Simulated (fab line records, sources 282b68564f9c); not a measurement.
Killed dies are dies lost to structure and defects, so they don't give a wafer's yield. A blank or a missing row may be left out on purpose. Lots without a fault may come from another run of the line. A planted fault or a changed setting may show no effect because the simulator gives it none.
Problem report in the 8D (eight disciplines) form, filled by code | flow rit_cmos | the parts of the form that need people (team, actions taken, sign-off) are left out

1. THE PROBLEM
run_length_s at RIT_GATE_CLEAN_01 reads a mean of 727 s on 3 wafers of 1 lot; wafers without a fault read 627 s with a standard deviation of 3.6. That is +28 standard deviations from the usual mean.
The step: cleans in SC1, time 600 s.
First seen on wafer L893.3, day 3 04:25, on wet_bench-01. The record holds 39 wafers of 13 lots with a number at this step. Rule for "out", or "out of limits": more than 4 standard deviations from the usual mean. The other wafers with a number count as sound.

2. WHAT IT IS AND WHAT IT IS NOT
question                    | is                     | is not
which readings at this step | run_length_s           | -
which lots                  | L893                   | L889, L891, L892, L900, L904, L905, L906, L907, L908, L909, L911, L912
which wafers of those lots  | all that have a number | -
read on which tools         | wet_bench-01           | wet_bench-03, wet_bench-04
when                        | from day 3 04:25       | up to then (9 sound wafers); but 27 sound wafers of L900, L904, L905, L906, L907, L908, L909, L911, L912 came after

3. SUSPECTS, AND WHAT RULES EACH OUT
Counting: a tool at a process step up to the reading stays a suspect if it ran every lot that is out and no sound lot after the first of them.
- wet_bench-01 at RIT_GATE_CLEAN_01 (cleans in SC1, time 600 s): ruled out as a lasting fault. Sound lots L907 ran on it after its first lot that is out, L893 (day 3 04:25).
Left after counting: nothing in the record.

4. THE CAUSE (what the simulator had put in)
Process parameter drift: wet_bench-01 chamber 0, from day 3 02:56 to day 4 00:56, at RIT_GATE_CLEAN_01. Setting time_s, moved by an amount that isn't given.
Counting ruled it out, wrongly.

5. THE CHAIN OF EFFECTS, in route order
Each row: a reading whose mean over the struck wafers that have a number lies more than 3 standard deviations from the usual. Only readings for which the record gives a usual standard deviation are gone through. hours: the time from each lot's start at the first step in this table that gives one to its start at this step, as a median over the lots. sigmas: the change in usual standard deviations.
hours | step              | reading      | usual | on struck wafers | change | sigmas
0     | RIT_GATE_CLEAN_01 | run_length_s | 627 s | 727              | +100   | +28
The process steps in it:
- RIT_GATE_CLEAN_01: cleans in SC1, time 600 s.
Later measuring or inspecting steps at which every struck wafer that the step has a row for has a number for every such reading, and none has moved that far: RIT_GATE_CD_MEAS_90, RIT_NLDD_TW_MEAS_10.

6. WHAT WOULD HAVE CAUGHT IT SOONER
In this record the first reading out of limits was taken at day 3 04:25, 1 hour after the fault began at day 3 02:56.
